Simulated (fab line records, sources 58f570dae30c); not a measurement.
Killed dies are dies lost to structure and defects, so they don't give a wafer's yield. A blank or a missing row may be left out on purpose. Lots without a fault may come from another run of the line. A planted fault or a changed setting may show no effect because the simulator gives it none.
Which tool did it? | flow berkeley_cmos170 | 13 lots, 39 wafers sampled, at 3 steps of a route of 331

WHAT THE GAUGES READ, wafer by wafer
UCB170_SILICIDE_RS_MEAS_02: measures by four-point-probe. Usual: SILICIDE_TI_RS 26.1 ohm/sq, standard deviation 0.35.
lot  | measured     | on            | SILICIDE_TI_RS (ohm/sq) | flag
L559 | day 7 02:40  | film_metro-03 | 25.6 25.6 25.9          |
L560 | day 7 04:40  | film_metro-04 | 25.7 25.5 25.9          |
L564 | day 7 12:34  | film_metro-03 | 26.9 26.1 26.1          |
L563 | day 7 12:56  | film_metro-03 | 26.2 26.2 26.3          |
L562 | day 7 13:09  | film_metro-02 | 25.6 26.0 25.5          |
L565 | day 8 00:55  | film_metro-02 | 26.1 26.4 26.3          |
L570 | day 8 21:03  | film_metro-03 | 29.5 25.6 25.4          |
L573 | day 9 20:23  | film_metro-04 | 26.2 26.7 26.3          |
L575 | day 10 04:01 | film_metro-02 | 26.2 26.1 26.1          |
L576 | day 10 07:07 | film_metro-02 | 26.4 26.2 26.5          |
L577 | day 10 12:31 | film_metro-02 | 26.3 26.0 26.1          |
L579 | day 11 05:36 | film_metro-03 | 26.5 26.1 26.1          |
L582 | day 11 10:49 | film_metro-04 | 25.7 25.9 25.7          |

UCB170_SILICIDE_THK_MEAS_03: measures by xrf. Usual: SILICIDE_TI_THK 30.1 nm, standard deviation 0.37.
lot  | measured     | on            | SILICIDE_TI_THK (nm) | flag
L559 | day 7 02:47  | film_metro-03 | 30.3 30.5 30.1       |
L560 | day 7 04:46  | film_metro-04 | 30.3 30.6 30.2       |
L564 | day 7 12:41  | film_metro-03 | 29.3 30.0 30.1       |
L563 | day 7 13:02  | film_metro-03 | 29.9 29.9 29.9       |
L562 | day 7 13:16  | film_metro-02 | 30.8 30.2 30.7       |
L565 | day 8 01:02  | film_metro-02 | 30.3 29.9 30.0       |
L570 | day 8 21:10  | film_metro-03 | 26.9 30.3 30.6       |
L573 | day 9 20:29  | film_metro-04 | 30.2 29.7 30.0       |
L575 | day 10 04:07 | film_metro-02 | 30.2 30.1 30.1       |
L576 | day 10 07:14 | film_metro-02 | 29.8 30.0 29.8       |
L577 | day 10 12:38 | film_metro-02 | 30.1 30.3 30.1       |
L579 | day 11 05:43 | film_metro-03 | 29.5 29.8 29.9       |
L582 | day 11 10:55 | film_metro-04 | 30.6 30.4 30.6       |

WHICH TOOL RAN EACH LOT (tool, then ch and the chambers of the sampled wafers, then the start)
lot  | UCB170_SILICIDE_SPUTTER_01
L559 | pvd_sputter-03, day 7 02:38
L560 | pvd_sputter-02, day 7 04:35
L564 | pvd_sputter-04, day 7 12:26
L563 | pvd_sputter-02, day 7 12:53
L562 | pvd_sputter-03, day 7 13:06
L565 | pvd_sputter-03, day 8 00:52
L570 | pvd_sputter-02, day 8 21:01
L573 | pvd_sputter-04, day 9 20:19
L575 | pvd_sputter-03, day 10 03:58
L576 | pvd_sputter-04, day 10 07:04
L577 | pvd_sputter-04, day 10 12:29
L579 | pvd_sputter-03, day 11 05:33
L582 | pvd_sputter-03, day 11 10:41
- UCB170_SILICIDE_SPUTTER_01: material Ti, target thk 30 nm, time 25 s.

WHAT THE TOOLS THEMSELVES READ (means of the sampled wafers that have a number; where no wafer has one, the mark that the record gives instead)
UCB170_SILICIDE_SPUTTER_01. Usual: cathode_dc_power_W 1500.0 W, standard deviation 0.27; throttle_valve_pct 30.0 %, standard deviation 1.
lot  | tool           | cathode_dc_power_W (W) | throttle_valve_pct (%) | flag
L559 | pvd_sputter-03 | 1500.0                 | 30.3                   |
L560 | pvd_sputter-02 | 1499.9                 | 29.6                   |
L564 | pvd_sputter-04 | 1499.8                 | 30.2                   |
L563 | pvd_sputter-02 | 1499.8                 | 29.8                   |
L562 | pvd_sputter-03 | 1500.3                 | 30.1                   |
L565 | pvd_sputter-03 | 1500.1                 | 29.3                   |
L570 | pvd_sputter-02 | 1444.0                 | 30.0                   | OFF
L573 | pvd_sputter-04 | 1499.9                 | 30.6                   |
L575 | pvd_sputter-03 | 1500.0                 | 30.2                   |
L576 | pvd_sputter-04 | 1499.8                 | 30.2                   |
L577 | pvd_sputter-04 | 1500.1                 | 30.5                   |
L579 | pvd_sputter-03 | 1500.0                 | 29.8                   |
L582 | pvd_sputter-03 | 1499.8                 | 30.0                   |

THE ANSWER, worked out from the rows above alone
Rule: a lot is off if the mean of its wafers that have a number lies more than 3 standard deviations from the usual mean. A lot without any number at a reading at which 4 lots or more have one is off too. The other lots that the step has rows for count as sound. The gauges are gone through in route order, then the tools' own readings, and for those a lot's mean is taken as printed above. The first step at which some lot is off is used, and at that step the reading that is off furthest; a lot without a number counts as furthest.
Off: L570, at UCB170_SILICIDE_SPUTTER_01 (cathode_dc_power_W).
A tool fits if, at that step or a process step before it, it ran every lot that is off, and no sound lot after the first of them. One fits: pvd_sputter-02 at UCB170_SILICIDE_SPUTTER_01. Its last sound lot is L563 (day 7 12:53), its first lot that is off L570 (day 8 21:01): a fault that began between those two fits.
The tool's own readings at UCB170_SILICIDE_SPUTTER_01 bear it out: on the lots that are off they differ by more than 5 times the standard deviation of the sound lots' means. cathode_dc_power_W reads 1444.0 W there against 1500.0 W on the sound lots.

WHAT THE SIMULATOR HAD PUT IN
Process parameter drift: pvd_sputter-02, from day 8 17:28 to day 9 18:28, at UCB170_SILICIDE_SPUTTER_01. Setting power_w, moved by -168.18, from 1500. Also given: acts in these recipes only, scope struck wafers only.
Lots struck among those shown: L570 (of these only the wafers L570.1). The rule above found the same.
